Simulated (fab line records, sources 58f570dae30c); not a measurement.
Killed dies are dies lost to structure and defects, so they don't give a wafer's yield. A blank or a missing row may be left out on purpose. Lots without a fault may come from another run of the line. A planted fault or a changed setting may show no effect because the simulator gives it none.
Chamber matching | flow berkeley_cmos170 | UCB170_GATE_ETCH_14 on rie_diel-01: 4 sister chambers
The step etches BARC in N2/H2. 14 wafers are shown with their chamber, then 7 later ones without.

WAFERS WITH THEIR CHAMBER
wafer  | chamber | throttle_valve_pct (%) | drypump_motor_current_A (A) | oes_product_au (a.u.)
L357.2 | 2       | 13.54                  | 5.9                         | 1.025
L357.3 | 1       | 13.23                  | 5.3                         | 0.987
L357.4 | 1       | 13.23                  | 5.3                         | 0.985
L358.2 | 0       | 13.16                  | 6.0                         | 1.008
L358.4 | 3       | 13.40                  | 6.5                         | 1.036
L358.6 | 1       | 13.22                  | 5.3                         | 0.982
L360.1 | 0       | 13.18                  | 5.9                         | 1.004
L360.4 | 3       | 13.40                  | 6.5                         | 1.019
L360.6 | 2       | 13.52                  | 5.8                         | 1.002
L364.1 | 1       | 13.23                  | 5.3                         | 0.982
L364.3 | 3       | 13.39                  | 6.5                         | 1.032
L364.5 | 0       | 13.16                  | 6.0                         | 1.017
L365.3 | 0       | 13.16                  | 6.0                         | 1.010
L365.4 | 0       | 13.15                  | 6.0                         | 1.009

SIGNATURES (means of the wafers above)
reading                 | chamber 0 | chamber 1 | chamber 2 | chamber 3 | scatter within a chamber
throttle_valve_pct      | 13.1620   | 13.2275   | 13.5300   | 13.3967   | 0.00906
drypump_motor_current_A | 5.980     | 5.300     | 5.850     | 6.500     | 0.0361
oes_product_au          | 1.00960   | 0.98400   | 1.01350   | 1.02900   | 0.00728
Rule: a wafer's distance from a chamber is the root of the sum, over the readings, of the square of ((its reading less the chamber's mean) divided by the reading's scatter). The wafer belongs to the nearest chamber; if the next one is less than 2 further off, it can't be placed. The scatter: the root of (the sum of the squares of (reading less its chamber's mean) over the shown wafers, divided by (wafers less chambers)).

WAFERS WITHOUT THEIR CHAMBER
wafer  | throttle_valve_pct (%) | drypump_motor_current_A (A) | oes_product_au (a.u.)
L365.5 | 13.52                  | 5.8                         | 1.010
L369.4 | 13.52                  | 5.8                         | 1.021
L369.5 | 13.15                  | 6.0                         | 1.014
L369.6 | 13.23                  | 5.3                         | 0.973
L368.2 | 13.53                  | 5.9                         | 1.003
L368.4 | 13.15                  | 6.0                         | 0.995
L368.5 | 13.53                  | 5.9                         | 1.010

WHICH CHAMBER EACH WENT THROUGH
wafer  | from the rows above | in truth
L365.5 | 2                   | 2
L369.4 | 2                   | 2
L369.5 | 0                   | 0
L369.6 | 1                   | 1
L368.2 | 2                   | 2
L368.4 | 0                   | 0
L368.5 | 2                   | 2
Placed correctly: 7 of 7. Can't be placed from these rows: 0. Placed wrongly: 0.
